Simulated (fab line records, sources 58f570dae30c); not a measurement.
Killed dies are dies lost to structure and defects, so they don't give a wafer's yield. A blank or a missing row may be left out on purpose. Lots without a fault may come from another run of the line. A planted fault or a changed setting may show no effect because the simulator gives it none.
fab line records | flow berkeley_cmos170
record lots=7 wafers=21 last_day=13
route steps=331 shown START@3 ZERO@6 NWELL@14
lots that met no fault: from a run of the same line without faults
start_h: hours from the record's first day to the start of the lot's first wafer shown | wait_h: hours since the lot's step before | " the same as in the row above | L1.1+2: a row that stands for several wafers | - no value, or no start given | * or withheld: withheld | < > ~ a bound
route shown NAME@n: a module of which the file shows steps, and the number in the route of the first | usual: mean/standard deviation of fault-free wafers | same: alike in all rows | chamber/n: place in a boat | sites: the reading at each site | _std_site: their standard deviation | _edge_site: outer sites' mean less inner sites' | radius_mm: how far each site lies from the wafer's centre | mask NAME#n: copy n | behind: the tool/chamber that last shaped the wafer | hold: why the lot was held/for how many hours/how that ended | device: the transistor (n, p or np) that didn't switch | end of line: the same wafers' tests at the end of the route | a step without rows: its recipe alone | killed: dies lost to structure and defects at the first sort, not the wafer's yield | map: a wafer's dies, x killed, . not, _ none there
set.NAME: the setting as run; set.NAME@STEP: as run at that earlier step | model.NAME: the simulator's own value behind a step, which no gauge read
lots at some steps of the route; a table a step, a row a wafer
services: from which hour (start_h, from the record's first day; less than 0 if before it) a tool's chamber was out of use, for how many hours, and why
## steps
# step UCB170_START_OXIDATION_02
# recipe temp_c=950 ambient=O2 target_thk_a=200 ox_time_s=1800
# step UCB170_START_THK_MEAS_03
# recipe reads=SiO2_of_START_OXIDATION_02
# usual START_OXIDE_THK=20.0/0.3
# columns lot.wafer tool chamber start_h wait_h START_OXIDE_THK[nm]
L942.2 film_metro-04 - 44.50 0.0 20.0
L942.3 " - " " 19.8
L942.5 " - " " 19.7
L943.3 film_metro-04 - 52.36 0.0 20.2
L943.4 " - " " 20.3
L943.5 " - " " 20.0
L951.2 film_metro-04 - 91.25 0.0 20.3
L951.5 " - " " 19.9
L951.6 " - " " 19.8
L952.1 film_metro-03 - 94.75 0.0 20.3
L952.2 " - " " 20.1
L952.6 " - " " 20.2
L953.1 film_metro-01 - 100.21 0.0 19.3
L953.4 " - " " 19.4
L953.6 " - " " 19.4
L955.1 film_metro-03 - 107.73 0.0 20.2
L955.3 " - " " 20.0
L955.5 " - " " 20.2
L957.1 film_metro-03 - 121.36 0.0 20.2
L957.4 " - " " 20.1
L957.5 " - " " 20.5
# step UCB170_START_ANNEAL_04
# recipe temp_c=950 time_s=1200 ambient=N2
# step UCB170_ZERO_HMDS_00
# recipe prime_time_s=60 prime_temp_c=100
# step UCB170_ZERO_COAT_01
# recipe resist=KrF spin_rpm=1474 resist_thk_nm=900
# step UCB170_ZERO_SOFTBAKE_02
# recipe resist=KrF temp_c=130 time_s=60
# step UCB170_ZERO_EXPOSE_03
# recipe mask_id=PM_MARKS na=0.5 sigma_outer=0.6 source_shape=conventional target_cd_nm=4000 dose_mj=30
# step UCB170_ZERO_PEB_04
# recipe peb_temp_c=130 peb_time_s=withheld resist=KrF
# step UCB170_ZERO_DEVELOP_05
# recipe developer=TMAH develop_time_s=45 resist=KrF dev_temp_c=21
# step UCB170_ZERO_ETCH_06
# recipe chemistry=CHF3/CF4/Ar target=SiO2 time_s=12 pressure_mtorr=100 rf_w=500 CHF3_flow_sccm=50 cf4_flow_sccm=10 Ar_flow_sccm=120 over_etch_frac=1.58
# usual drypump_motor_current_A=5.6/0.42 oes_product_au=0.619/0.0091 throttle_valve_pct=9.20/0.15
# columns lot.wafer tool chamber start_h wait_h drypump_motor_current_A oes_product_au rf_hours_counter_h throttle_valve_pct
L942.2 rie_diel-01 1 52.09 - 5.1 0.611 11 9.25
L942.3 " 3 " " 5.0 0.613 117 9.26
L942.5 " 1 " " 5.1 0.616 - 9.24
L943.3 rie_diel-01 1 55.94 - 5.1 0.607 11 9.24
L943.4 " 3 " " 5.1 0.608 117 9.26
L943.5 " 2 " " 5.8 0.616 - 9.22
L951.2 rie_diel-01 0 98.39 - 5.4 0.618 74 9.19
L951.5 " 3 " " 5.1 0.616 - 9.26
L951.6 " 2 " " 5.8 0.622 - 9.19
L952.1 rie_diel-03 2 100.18 - 6.0 0.636 130 8.97
L952.2 " 3 " " 5.0 0.603 132 9.50
L952.6 " 0 " " 5.9 0.629 - 9.24
L953.1 rie_diel-03 0 108.26 - 6.0 0.629 60 9.25
L953.4 " 1 " " 5.3 0.615 12 8.96
L953.6 " 0 " " 5.9 0.631 - 9.25
L955.1 rie_diel-01 1 115.08 - 5.1 0.612 14 9.25
L955.3 " 2 " " 5.8 0.627 1 9.21
L955.5 " 1 " " 5.1 0.614 - 9.24
L957.1 rie_diel-04 2 128.20 - 5.9 0.627 128 9.33
L957.4 " 1 " " 6.5 0.623 31 9.19
L957.5 " 3 " " 5.7 0.611 - 9.37
# step UCB170_ZERO_STRIP_07
# recipe chemistry=O2 power_w=400 pressure_mtorr=3500 platen_temp_c=withheld o2_flow_sccm=400 overash_fraction=0.5
# usual drypump_motor_current_A=5.9/0.48 oes_product_au=0.728/0.0046 strip_time_to_endpoint_s=21.72/0.056
# columns lot.wafer tool chamber start_h wait_h drypump_motor_current_A oes_product_au rf_hours_counter_h strip_time_to_endpoint_s
L942.2 plasma_asher-04 1 52.11 0.0 5.5 0.726 31 21.73
L942.3 " 0 " " 6.0 0.727 - 21.74
L942.5 " 0 " " 6.0 0.727 - 21.72
L943.3 plasma_asher-02 1 56.00 0.0 6.0 0.727 - 21.73
L943.4 " 0 " " 6.7 0.722 - 21.81
L943.5 " 0 " " 6.7 0.715 - 21.71
L951.2 plasma_asher-02 0 98.42 0.0 6.7 0.730 34 21.70
L951.5 " 0 " " 6.7 0.730 - 21.70
L951.6 " 1 " " 6.1 0.727 - 21.67
L952.1 plasma_asher-03 1 100.21 0.0 5.1 0.719 30 21.69
L952.2 " 0 " " 5.7 0.721 30 21.67
L952.6 " 1 " " 5.0 0.724 - 21.72
L953.1 plasma_asher-03 0 108.29 0.0 5.7 0.730 31 21.61
L953.4 " 1 " " 5.1 0.735 - 21.56
L953.6 " 0 " " 5.7 0.723 - 21.57
L955.1 plasma_asher-03 1 115.11 0.0 5.1 0.728 32 21.72
L955.3 " 1 " " 5.1 0.726 - 21.75
L955.5 " 0 " " 5.7 0.723 - 21.81
L957.1 plasma_asher-04 1 128.22 0.0 5.5 0.724 1 21.76
L957.4 " 1 " " 5.5 0.719 - 21.77
L957.5 " 0 " " 6.1 0.735 - 21.79
# step UCB170_NWELL_WET_ETCH_00
# recipe chemistry=dHF dilution=25:1 target=SiO2 temp_c=25 time_s=200
# step UCB170_NWELL_OXIDATION_01
# recipe temp_c=1000 ambient=O2 target_thk_a=264 ox_time_s=1260
# usual ox_temp_c=1000.0/0.45 ox_temp_c_max=1004.4/0.84
# columns lot.wafer tool chamber start_h wait_h ox_temp_c ox_temp_c_max
L942.2 furnace-04 0 54.94 2.5 1001.0 1005.5
L942.3 " 0 " " 1001.0 1005.7
L942.5 " 0 " " 1000.8 1005.9
L943.3 furnace-02 0 61.60 4.6 1000.3 1004.1
L943.4 " 0 " " 1000.2 1005.3
L943.5 " 0 " " 1000.5 1004.5
L951.2 furnace-04 - 103.63 4.9 - -
L951.5 " - " " - -
L951.6 " - " " - -
L952.1 furnace-04 - 103.63 0.8 - -
L952.2 " - " " - -
L952.6 " - " " - -
L953.1 furnace-04 - 112.91 4.5 - -
L953.4 " - " " - -
L953.6 " - " " - -
L955.1 furnace-04 0 118.51 3.2 999.8 1004.1
L955.3 " 0 " " 1000.8 1005.6
L955.5 " 0 " " 1000.0 1004.9
L957.1 furnace-04 0 133.56 4.9 999.7 1004.1
L957.4 " 0 " " 999.5 1004.4
L957.5 " 0 " " 999.4 1003.3
# step UCB170_NWELL_ANNEAL_03
# recipe temp_c=1000 time_s=900 ambient=N2
## services
# columns tool chamber start_h hours kind
plasma_asher-04 - 31.68 6.9 repair
rie_diel-04 - 51.43 2.8 pm
furnace-04 - 56.29 2.7 pm
rie_diel-03 0 59.22 4.7 repair
plasma_asher-04 - 60.52 2.8 pm
furnace-04 - 68.85 3.6 pm
rie_diel-01 2 79.26 - clean
rie_diel-01 2 79.26 11.9 scheduled_down
rie_diel-01 2 79.26 11.9 vent_cycle
rie_diel-03 2 85.62 6.9 repair
rie_diel-01 0 91.68 3.1 repair
rie_diel-04 0 96.29 3.9 repair
plasma_asher-04 - 97.29 3.2 repair
furnace-02 - 100.19 4.2 pm
plasma_asher-04 - 108.75 9.0 pm
plasma_asher-04 0 108.75 9.0 vent_cycle
plasma_asher-04 1 108.75 9.0 vent_cycle
rie_diel-01 1 109.02 3.2 repair
rie_diel-03 - 109.96 0.9 repair
plasma_asher-04 0 117.75 - clean
plasma_asher-04 1 117.75 - clean
rie_diel-01 - 118.30 7.8 repair
rie_diel-03 2 122.46 2.8 repair
plasma_asher-03 - 131.13 5.6 repair
## key
first_sign step=UCB170_NWELL_OXIDATION_01 reading=tool_record direction=missing
effect none on later readings
met_at UCB170_NWELL_OXIDATION_01
struck_wafers L951.2,L951.5,L951.6,L952.1,L952.2,L952.6,L953.1,L953.4,L953.6
later_rows_left_out L951.2,L951.5,L951.6,L952.1,L952.2,L952.6,L953.1,L953.4,L953.6
sort_left_out L951.2,L951.5,L951.6,L952.1,L952.2,L952.6,L953.1,L953.4,L953.6
tester_left_out L951,L952,L953
onset_between 54.94 103.63
fault kind=skipped_step_whole tool=furnace-04 chamber=- onset_h=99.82 steps=UCB170_NWELL_OXIDATION_01 scope=struck_lots_only
# tester_left_out: of these lots the tester's yield and bins aren't shown, on N5 and GAA mostly nor the transistor test; their killed dies are dies lost to structure and defects alone, not to doping, threshold or leakage, so they don't give the yield
# sort_left_out: the simulated sort isn't trusted on such a fault, so these wafers' sort isn't shown, and their yield isn't known
# later_rows_left_out: the simulator's readings of these wafers behind a module that went badly wrong aren't trusted and aren't shown, but for the sort
